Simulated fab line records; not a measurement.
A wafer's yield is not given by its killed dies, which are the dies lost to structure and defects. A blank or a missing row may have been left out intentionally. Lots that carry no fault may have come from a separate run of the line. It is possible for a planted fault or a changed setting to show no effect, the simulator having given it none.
The tool behind it: which one? :: flow berkeley cmos170 :: 14 lots with 42 wafers sampled at 4 steps, on a route of 331 steps

WHAT THE GAUGES SHOWED, per wafer
UCB170_NSD_TW_MEAS_10.
lot: L417
measured: day 8 19:28
on: film metro-04
NSD_TW: 4243 4232 4258

lot: L416
measured: day 8 19:29
on: film metro-01
NSD_TW: 4175 4170 4155

lot: L419
measured: day 9 14:30
on: film metro-03
NSD_TW: 4188 4191 4201

lot: L424
measured: day 10 07:46
on: film metro-03
NSD_TW: 4204 4185 4188

lot: L426
measured: day 10 17:17
on: film metro-01
NSD_TW: 4316 4306 4312

lot: L430
measured: day 11 07:54
on: film metro-04
NSD_TW: 4184 4214 4212

lot: L428
measured: day 11 08:37
on: film metro-01
NSD_TW: 4309 4290 4306

lot: L431
measured: day 11 18:08
on: film metro-03
NSD_TW: 4169 4148 4163

lot: L432
measured: day 11 18:24
on: film metro-01
NSD_TW: 4165 4151 4165

lot: L433
measured: day 12 05:17
on: film metro-01
NSD_TW: 4172 4167 4154

lot: L437
measured: day 12 14:32
on: film metro-01
NSD_TW: 4177 4173 4189

lot: L435
measured: day 12 14:39
on: film metro-04
NSD_TW: 4211 4198 4200

lot: L436
measured: day 12 15:15
on: film metro-04
NSD_TW: 4237 4235 4234

lot: L438
measured: day 13 09:08
on: film metro-03
NSD_TW: 4199 4158 4153

UCB170_SDANNEAL_RS_MEAS_03: measures by four-point-probe.
lot: L417
measured: day 8 22:52
on: film metro-04
NSD_RS (ohm/sq): 37.18 37.32 37.29

lot: L416
measured: day 8 22:50
on: film metro-01
NSD_RS (ohm/sq): 37.25 37.35 37.21

lot: L419
measured: day 9 15:43
on: film metro-04
NSD_RS (ohm/sq): 37.28 37.33 37.43

lot: L424
measured: day 10 09:09
on: film metro-04
NSD_RS (ohm/sq): 37.39 37.29 37.32

lot: L426
measured: day 10 18:50
on: film metro-01
NSD_RS (ohm/sq): 35.89 35.90 35.89

lot: L430
measured: day 11 09:31
on: film metro-04
NSD_RS (ohm/sq): 37.17 37.20 37.25

lot: L428
measured: day 11 10:16
on: film metro-03
NSD_RS (ohm/sq): 35.95 36.03 35.90

lot: L431
measured: day 11 19:29
on: film metro-01
NSD_RS (ohm/sq): 37.30 37.41 37.49

lot: L432
measured: day 11 19:43
on: film metro-03
NSD_RS (ohm/sq): 37.30 37.19 37.25

lot: L433
measured: day 12 06:40
on: film metro-04
NSD_RS (ohm/sq): 37.40 37.33 37.43

lot: L437
measured: day 12 16:22
on: film metro-04
NSD_RS (ohm/sq): 37.27 37.30 37.22

lot: L435
measured: day 12 16:21
on: film metro-01
NSD_RS (ohm/sq): 37.16 37.37 37.25

lot: L436
measured: day 12 16:50
on: film metro-04
NSD_RS (ohm/sq): 37.42 37.40 37.37

lot: L438
measured: day 13 11:57
on: film metro-03
NSD_RS (ohm/sq): 37.21 37.23 37.21

EACH LOT AND THE TOOL THAT RAN IT (in order: tool; ch and the chambers of the sampled wafers; start)
lot: L417
UCB170_NSD_IMPLANT_08: implanter-01 ch 0, day 8 19:14
UCB170_NSD_STRIP_09: plasma asher-02 ch 0,1, day 8 19:22

lot: L416
UCB170_NSD_IMPLANT_08: implanter-04 ch 0, day 8 19:14
UCB170_NSD_STRIP_09: plasma asher-04 ch 0,1, day 8 19:23

lot: L419
UCB170_NSD_IMPLANT_08: implanter-03 ch 0, day 9 14:16
UCB170_NSD_STRIP_09: plasma asher-01 ch 0,1, day 9 14:23

lot: L424
UCB170_NSD_IMPLANT_08: implanter-04 ch 0, day 10 07:31
UCB170_NSD_STRIP_09: plasma asher-02 ch 0,1, day 10 07:40

lot: L426
UCB170_NSD_IMPLANT_08: implanter-04 ch 0, day 10 17:03
UCB170_NSD_STRIP_09: plasma asher-02 ch 0,1, day 10 17:10

lot: L430
UCB170_NSD_IMPLANT_08: implanter-03 ch 0, day 11 07:40
UCB170_NSD_STRIP_09: plasma asher-01 ch 0,1, day 11 07:47

lot: L428
UCB170_NSD_IMPLANT_08: implanter-04 ch 0, day 11 08:22
UCB170_NSD_STRIP_09: plasma asher-02 ch 0,1, day 11 08:31

lot: L431
UCB170_NSD_IMPLANT_08: implanter-01 ch 0, day 11 17:55
UCB170_NSD_STRIP_09: plasma asher-02 ch 0,1, day 11 18:03

lot: L432
UCB170_NSD_IMPLANT_08: implanter-03 ch 0, day 11 18:10
UCB170_NSD_STRIP_09: plasma asher-04 ch 0,1, day 11 18:17

lot: L433
UCB170_NSD_IMPLANT_08: implanter-01 ch 0, day 12 05:02
UCB170_NSD_STRIP_09: plasma asher-01 ch 0,1, day 12 05:11

lot: L437
UCB170_NSD_IMPLANT_08: implanter-03 ch 0, day 12 14:18
UCB170_NSD_STRIP_09: plasma asher-04 ch 0,1, day 12 14:26

lot: L435
UCB170_NSD_IMPLANT_08: implanter-01 ch 0, day 12 14:24
UCB170_NSD_STRIP_09: plasma asher-01 ch 0,1, day 12 14:33

lot: L436
UCB170_NSD_IMPLANT_08: implanter-03 ch 0, day 12 15:00
UCB170_NSD_STRIP_09: plasma asher-02 ch 0,1, day 12 15:09

lot: L438
UCB170_NSD_IMPLANT_08: implanter-03 ch 0, day 13 08:53
UCB170_NSD_STRIP_09: plasma asher-01 ch 0,1, day 13 09:02
- UCB170_NSD_IMPLANT_08
- UCB170_NSD_STRIP_09: strips in O2.

WHAT THE TOOLS THEMSELVES READ (means of the sampled wafers that have a number; where no wafer has one, the mark that the record gives instead)
UCB170_NSD_IMPLANT_08.
lot: L417
tool: implanter-01
beam energy keV: 40.010
end station pressure torr (Torr): 1.26e-05

lot: L416
tool: implanter-04
beam energy keV: 40.003
end station pressure torr (Torr): 1.28e-05

lot: L419
tool: implanter-03
beam energy keV: 40.000
end station pressure torr (Torr): 1.28e-05

lot: L424
tool: implanter-04
beam energy keV: 40.000
end station pressure torr (Torr): 1.22e-05

lot: L426
tool: implanter-04
beam energy keV: 45.210
end station pressure torr (Torr): 1.29e-05

lot: L430
tool: implanter-03
beam energy keV: 39.991
end station pressure torr (Torr): 1.25e-05

lot: L428
tool: implanter-04
beam energy keV: 45.209
end station pressure torr (Torr): 1.23e-05

lot: L431
tool: implanter-01
beam energy keV: 39.993
end station pressure torr (Torr): 1.26e-05

lot: L432
tool: implanter-03
beam energy keV: 39.997
end station pressure torr (Torr): 1.23e-05

lot: L433
tool: implanter-01
beam energy keV: 40.001
end station pressure torr (Torr): 1.16e-05

lot: L437
tool: implanter-03
beam energy keV: 39.996
end station pressure torr (Torr): 1.25e-05

lot: L435
tool: implanter-01
beam energy keV: 39.997
end station pressure torr (Torr): 1.31e-05

lot: L436
tool: implanter-03
beam energy keV: 40.017
end station pressure torr (Torr): 1.23e-05

lot: L438
tool: implanter-03
beam energy keV: 40.015
end station pressure torr (Torr): 1.29e-05

UCB170_NSD_STRIP_09.
lot: L417
tool: plasma asher-02
drypump motor current A (A): 5.6
oes product au (a.u.): 0.531
strip time to endpoint s (s): 35.74

lot: L416
tool: plasma asher-04
drypump motor current A (A): 5.9
oes product au (a.u.): 0.534
strip time to endpoint s (s): 35.84

lot: L419
tool: plasma asher-01
drypump motor current A (A): 6.6
oes product au (a.u.): 0.532
strip time to endpoint s (s): 35.86

lot: L424
tool: plasma asher-02
drypump motor current A (A): 6.0
oes product au (a.u.): 0.537
strip time to endpoint s (s): 35.79

lot: L426
tool: plasma asher-02
drypump motor current A (A): 5.6
oes product au (a.u.): 0.516
strip time to endpoint s (s): 37.69

lot: L430
tool: plasma asher-01
drypump motor current A (A): 6.5
oes product au (a.u.): 0.535
strip time to endpoint s (s): 35.82

lot: L428
tool: plasma asher-02
drypump motor current A (A): 5.6
oes product au (a.u.): 0.515
strip time to endpoint s (s): 37.61

lot: L431
tool: plasma asher-02
drypump motor current A (A): 5.6
oes product au (a.u.): 0.538
strip time to endpoint s (s): 35.62

lot: L432
tool: plasma asher-04
drypump motor current A (A): 5.8
oes product au (a.u.): 0.532
strip time to endpoint s (s): 35.86

lot: L433
tool: plasma asher-01
drypump motor current A (A): 6.5
oes product au (a.u.): 0.535
strip time to endpoint s (s): 35.87

lot: L437
tool: plasma asher-04
drypump motor current A (A): 5.9
oes product au (a.u.): 0.533
strip time to endpoint s (s): 35.83

lot: L435
tool: plasma asher-01
drypump motor current A (A): 6.6
oes product au (a.u.): 0.536
strip time to endpoint s (s): 35.80

lot: L436
tool: plasma asher-02
drypump motor current A (A): 6.0
oes product au (a.u.): 0.535
strip time to endpoint s (s): 35.78

lot: L438
tool: plasma asher-01
drypump motor current A (A): 6.6
oes product au (a.u.): 0.534
strip time to endpoint s (s): 35.88

THE ANSWER, worked out from the rows above alone
Rule: the lots themselves supply what counts as usual. The widest of any qualifying gaps counts: lots, ordered by their means at a reading, are off when they make up no more than a third of the lots, leave a main group of 4 or more, and stand apart from it by 3 or more times the standard deviation of that group's means. A main group is skipped when, at the precision printed for the reading in the tables above, its means are all equal. Also off: a lot with no number at a reading for which 4 or more lots have one. Any other lot the step has rows for is counted as sound. After the gauges, taken in route order, come the tools' own readings; for these a lot's mean is taken, as printed above. The first step at which some lot is off is used, and at that step the reading that is off furthest; a lot without a number counts as furthest.
Off: L426, L428, seen at UCB170_SDANNEAL_RS_MEAS_03 (NSD_RS). The main group: mean 37.30 ohm/sq, standard deviation 0.067.
If a tool, at a process step before that reading, ran all the lots that are off and no sound lot after the first of them, it fits. Not tried: the gauges at UCB170_SDANNEAL_RS_MEAS_03; whatever is off there is also off at UCB170_NSD_IMPLANT_08, on other tools, and gauge error can't account for it. One fits: implanter-04 at UCB170_NSD_IMPLANT_08. A fault onset in the window from L424 (day 10 07:31, its last sound lot) to L426 (day 10 17:03, its first lot off) fits.
The tool's own readings at UCB170_NSD_IMPLANT_08 bear it out: on the lots that are off they differ by more than 5 times the standard deviation of the sound lots' means. beam energy keV reads 45.210 there against 40.002 on the sound lots.

WHAT THE SIMULATOR HAD INSERTED
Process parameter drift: implanter-04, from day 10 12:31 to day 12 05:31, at UCB170_NSD_IMPLANT_08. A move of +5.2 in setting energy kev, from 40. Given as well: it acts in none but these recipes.
Struck lots among those shown: L426, L428. Same finding as the rule above.
